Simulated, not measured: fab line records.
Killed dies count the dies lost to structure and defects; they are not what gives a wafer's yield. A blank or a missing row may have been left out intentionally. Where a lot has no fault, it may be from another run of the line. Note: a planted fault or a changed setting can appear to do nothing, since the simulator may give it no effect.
fab line records | flow ritCmos
record: lots: 14 | wafers: 42 | lastDay: 7
route steps=202 shown PRETRO@72
lots with no fault: from the same line, run without faults
startH: the number of hours between the record's first day and the start of the first shown wafer of the lot | waitH: hours elapsed since this lot's preceding step | " same as the row above | L1.1+2: several wafers, shown together as one row | - no value, or no start given | * or withheld: withheld | < > ~ a bound
route shown NAME@n: names a module that has steps shown in the file, with the first one's number in the route | usual: mean/standard deviation of fault-free wafers | same: alike in all rows | chamber/n: place in a boat | sites: the reading at each site | _std_site: their standard deviation | _edge_site: inner sites' mean taken away from outer sites' mean | radiusMm: how far each site lies from the wafer's centre | mask NAME#n: copy n | behind: the most recent tool/chamber to have shaped the wafer | hold: why the lot went on hold/how many hours it stayed there/how the hold came to an end | device: names the non-switching transistor (n, p or np) | end of line: the same wafers' tests at the end of the route | a step without rows: its recipe alone | killed: at the first sort, the dies lost to defects and structure; wafer yield is something else | map: shows each die of a wafer: x if killed, . if not, _ if none is there
set.NAME: the setting that was run; set.NAME@STEP: the one run at that earlier step | model.NAME: the simulator's own value behind a step, which no gauge read
one table for each step of the route and one row for each wafer, over a sample of lots
services: a tool's chamber out of use, with start hour (startH, from the record's first day; less than 0 if before it), hours out, and reason
== steps ==
step: RIT_PRETRO_IMPLANT_08
recipe: species: B | energyKev: 45 | doseCm2: 1.2e+13 | tiltDeg: 7
usual: beamOnS: 9.95/0.2 | doseIonsCm2: 1.1998e+13/1.4e+10 | tiltDeg: 7.001/0.022
lot.wafer | tool         | chamber | startH | waitH | beamOnS | doseIonsCm2 | tiltDeg
L534.3    | implanter-01 | 0       | 31.71  | 0.2   | 10.17   | 1.2005e+13  | 7.000
L534.4    | "            | 0       | "      | "     | 9.64    | 1.2011e+13  | 7.012
L534.5    | "            | 0       | "      | "     | 10.05   | 1.2002e+13  | 7.016
L536.1    | implanter-02 | 0       | 42.82  | 0.2   | 9.95    | 1.1986e+13  | 7.030
L536.4    | "            | 0       | "      | "     | 9.76    | 1.1999e+13  | 7.024
L536.5    | "            | 0       | "      | "     | 9.86    | 1.1991e+13  | 7.028
L537.1    | implanter-02 | 0       | 48.05  | 0.2   | 9.94    | 1.1989e+13  | 7.000
L537.2    | "            | 0       | "      | "     | 9.95    | 1.1996e+13  | 7.050
L537.5    | "            | 0       | "      | "     | 9.85    | 1.2009e+13  | 7.023
L538.2    | implanter-04 | 0       | 52.51  | 0.2   | 9.93    | 1.1995e+13  | 6.946
L538.5    | "            | 0       | "      | "     | 10.50   | 1.1999e+13  | 6.999
L538.6    | "            | 0       | "      | "     | 9.81    | 1.2001e+13  | 6.962
L539.1    | implanter-02 | 0       | 56.71  | 0.2   | 10.06   | 1.1991e+13  | 7.055
L539.2    | "            | 0       | "      | "     | 10.07   | 1.1999e+13  | 6.991
L539.4    | "            | 0       | "      | "     | 10.12   | 1.1995e+13  | 7.003
L542.3    | implanter-02 | 0       | 72.09  | 0.2   | 9.81    | 1.2345e+13  | 6.981
L542.4    | "            | 0       | "      | "     | 10.06   | 1.234e+13   | 7.010
L542.5    | "            | 0       | "      | "     | 10.13   | 1.2347e+13  | 6.989
L543.1    | implanter-02 | 0       | 77.04  | 0.2   | 10.02   | 1.2343e+13  | 7.000
L543.5    | "            | 0       | "      | "     | 9.93    | 1.2323e+13  | 6.985
L543.6    | "            | 0       | "      | "     | 10.29   | 1.2331e+13  | 7.012
L544.1    | implanter-04 | 0       | 80.83  | 0.2   | 10.07   | 1.1968e+13  | 7.015
L544.2    | "            | 0       | "      | "     | 9.96    | 1.1988e+13  | 6.991
L544.4    | "            | 0       | "      | "     | 10.07   | 1.2e+13     | 6.994
L546.1    | implanter-01 | 0       | 94.90  | 0.2   | 9.46    | 1.2001e+13  | 6.986
L546.4    | "            | 0       | "      | "     | 9.71    | 1.2014e+13  | 7.011
L546.5    | "            | 0       | "      | "     | 10.10   | 1.1987e+13  | 7.026
L548.4    | implanter-04 | 0       | 103.77 | 0.2   | 10.01   | 1.1959e+13  | 6.985
L548.5    | "            | 0       | "      | "     | 10.18   | 1.1989e+13  | 7.025
L548.6    | "            | 0       | "      | "     | 10.21   | 1.1989e+13  | 7.014
L549.1    | implanter-04 | 0       | 106.85 | 0.2   | 10.17   | 1.2002e+13  | 7.023
L549.4    | "            | 0       | "      | "     | 10.01   | 1.201e+13   | 7.014
L549.6    | "            | 0       | "      | "     | 9.95    | 1.1977e+13  | 7.024
L554.2    | implanter-04 | 0       | 130.78 | 0.2   | 9.78    | 1.202e+13   | 7.004
L554.3    | "            | 0       | "      | "     | 10.12   | 1.203e+13   | 7.005
L554.6    | "            | 0       | "      | "     | 9.82    | 1.2017e+13  | 7.029
L556.1    | implanter-01 | 0       | 140.85 | 0.2   | 9.65    | 1.2007e+13  | 6.989
L556.2    | "            | 0       | "      | "     | 10.18   | 1.1996e+13  | 7.007
L556.6    | "            | 0       | "      | "     | 9.98    | 1.1986e+13  | 6.996
L557.4    | implanter-01 | 0       | 147.19 | 0.2   | 10.04   | 1.2012e+13  | 7.013
L557.5    | "            | 0       | "      | "     | 10.11   | 1.2018e+13  | 7.012
L557.6    | "            | 0       | "      | "     | 10.02   | 1.2019e+13  | 7.035
== services ==
tool         | chamber | startH | hours | kind
implanter-04 | -       | 63.58  | 4.0   | pm
implanter-04 | -       | 81.70  | 2.1   | repair
implanter-01 | -       | 83.40  | 6.1   | repair
implanter-02 | -       | 102.93 | 2.7   | repair
implanter-02 | -       | 138.28 | 5.8   | repair
implanter-04 | -       | 146.54 | 4.0   | repair
== key ==
firstSign: step: RIT_PRETRO_IMPLANT_08 | reading: doseIonsCm2 | direction: up | sigmas: 24 | usual: 1.1998e+13 | struck: 1.2338e+13
effect none on later readings
metAt RIT_PRETRO_IMPLANT_08
struckLots L542,L543
testerLeftOut L542,L543
onsetBetween 56.71 72.09
fault: kind: processParameterDrift | tool: implanter-02 | chamber: - | onsetH: 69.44 | steps: RIT_PRETRO_IMPLANT_08 | channel: doseCm2 | offset: 3.3775e+11 | shape: step | endH: 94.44 | actsIn: theseRecipesOnly | stated: 1.2e+13
testerLeftOut: of these lots the tester's yield and bins aren't shown, on N5 and GAA mostly nor the transistor test; their killed dies are dies lost to structure and defects alone, not to doping, threshold or leakage, so they don't give the yield
